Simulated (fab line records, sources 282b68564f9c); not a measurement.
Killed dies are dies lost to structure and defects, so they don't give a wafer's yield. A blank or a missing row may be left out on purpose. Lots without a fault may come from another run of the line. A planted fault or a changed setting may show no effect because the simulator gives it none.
Which tool did it? | flow rit_cmos | 7 lots, 21 wafers sampled, at 2 steps of a route of 202

WHAT THE GAUGES READ, wafer by wafer
RIT_NRETRO_TW_MEAS_10.
lot  | measured    | on            | NRETRO_TW
L448 | day 2 11:13 | film_metro-02 | 1044 1047 1043
L450 | day 2 22:28 | film_metro-03 | 1043 1050 1042
L452 | day 3 10:44 | film_metro-02 | 969 968 963
L456 | day 4 07:58 | film_metro-02 | 968 965 965
L465 | day 6 08:52 | film_metro-02 | 1041 1037 1034
L468 | day 6 17:00 | film_metro-03 | 1057 1053 1058
L470 | day 7 04:02 | film_metro-03 | 1050 1054 1055

WHICH TOOL RAN EACH LOT (tool, then ch and the chambers of the sampled wafers, then the start)
lot  | RIT_NRETRO_IMPLANT_08
L448 | implanter-04 ch 0, day 2 10:55
L450 | implanter-04 ch 0, day 2 22:10
L452 | implanter-04 ch 0, day 3 10:27
L456 | implanter-04 ch 0, day 4 07:39
L465 | implanter-01 ch 0, day 6 08:32
L468 | implanter-04 ch 0, day 6 16:40
L470 | implanter-03 ch 0, day 7 03:45
- RIT_NRETRO_IMPLANT_08

THE ANSWER, worked out from the rows above alone
Rule: what is usual is taken from the lots themselves. Put in order of their means at a reading, lots are off if they are a third of the lots or fewer, leave a main group of 4 or more, and stand apart from it by a gap of 3 or more times the standard deviation of the main group's means; of several such gaps the widest counts. A main group whose means are all the same, to the digits that the tables above print for the reading, isn't used. A lot without any number at a reading at which 4 lots or more have one is off too. The other lots that the step has rows for count as sound.
Off: L452, L456, at RIT_NRETRO_TW_MEAS_10 (NRETRO_TW). The main group: mean 1047, standard deviation 6.6.
A tool fits if, at a process step before that reading, it ran every lot that is off, and no sound lot after the first of them. The gauges at RIT_NRETRO_TW_MEAS_10 are tried like those tools. None of those tried fits.

WHAT THE SIMULATOR HAD PUT IN
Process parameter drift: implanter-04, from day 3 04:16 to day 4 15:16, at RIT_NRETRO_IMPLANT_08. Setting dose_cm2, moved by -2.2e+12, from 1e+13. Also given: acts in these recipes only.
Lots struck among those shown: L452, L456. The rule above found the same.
